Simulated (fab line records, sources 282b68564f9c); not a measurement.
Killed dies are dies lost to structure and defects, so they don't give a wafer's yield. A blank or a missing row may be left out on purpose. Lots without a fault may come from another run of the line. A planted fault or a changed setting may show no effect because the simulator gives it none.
A struck lot beside a sound one | flow rit_cmos | 15 steps out of a route of 202
Sound: wafers L257.3, L257.4, L257.5. Struck: wafers L268.2, L268.5, L268.6. The cause comes at the end.
At each step with rows: each side's tool, then ch and its chambers, then its first start. Under that, the readings that differ: sound wafers | struck wafers | difference of the means | sigmas: that difference in standard deviations of wafers without a fault.
alike: readings whose means differ by less than 2 such deviations, and words and numbers that are the same on both sides. not compared: withheld readings, readings that some wafer has no value for, bounds like >300 that may hide the same value, and numbers for which the record gives no deviation and whose values overlap.
The two part at a step that has a row with sigmas, a row that says differs or no value, or rows on one side only. Numbers that don't overlap but have no deviation are shown without sigmas and don't part them. A reading that every wafer of one side lacks parts them only if that side has two wafers or more.

RIT_PWELL_TW_MEAS_10:
  sound on film_metro-02, day 2 03:35; struck on film_metro-01, day 4 15:48
  reading  | sound       | struck      | difference | sigmas
  PWELL_TW | 945 942 949 | 931 929 927 | -16        | -2
then, 1 step without rows for these wafers: RIT_WELLDRIVE_ANNEAL_00 (time 14700 s).
RIT_WELLDRIVE_RS_MEAS_01: measures by four-point-probe.
  sound on film_metro-04, day 2 09:26; struck on film_metro-01, day 4 20:57
  alike: NWELL_RS
RIT_WELLDRIVE_RS_MEAS_02: measures by four-point-probe.
  sound on film_metro-04, day 2 09:33; struck on film_metro-01, day 4 21:04
  alike: PWELL_RS
then, 6 steps without rows for these wafers: RIT_NRETRO_HMDS_00 (prime time 60 s); RIT_NRETRO_COAT_01 (resist thk 1300 nm); RIT_NRETRO_SOFTBAKE_02 (time 60 s); RIT_NRETRO_EXPOSE_03 (exposes mask M4, target cd 43900 nm); RIT_NRETRO_PEB_04; RIT_NRETRO_DEVELOP_05 (develop time 68 s).
RIT_NRETRO_OVL_MEAS_06:
  sound on overlay-02, day 2 10:31; struck on overlay-01, day 4 22:11
  alike: NRETRO_OVL
then, 1 step without rows for these wafers: RIT_NRETRO_HARDBAKE_07 (time 120 s).
RIT_NRETRO_IMPLANT_08:
  sound on implanter-02 ch 0, day 2 10:51; struck on implanter-04 ch 0, day 4 22:29
  reading            | sound             | struck            | difference | sigmas
  tilt_deg (degrees) | 7.008 6.999 6.998 | 6.449 6.435 6.480 | -0.547     | -29
  alike: end_station_pressure_torr
RIT_NRETRO_STRIP_09: strips in O2, time 180 s.
  sound on plasma_asher-04 ch 0,1, day 2 11:01; struck on plasma_asher-02 ch 0,1, day 4 22:37
  alike: drypump_motor_current_A
  not compared: rf_hours_counter_h
RIT_M1_PROBE_99:
  the record has rows for the struck wafers here (prober-01, day 6 03:14) and none for the sound ones

WHERE THEY PART
First at RIT_PWELL_TW_MEAS_10; last, within this record, at RIT_M1_PROBE_99.

WHY: what the simulator had put in
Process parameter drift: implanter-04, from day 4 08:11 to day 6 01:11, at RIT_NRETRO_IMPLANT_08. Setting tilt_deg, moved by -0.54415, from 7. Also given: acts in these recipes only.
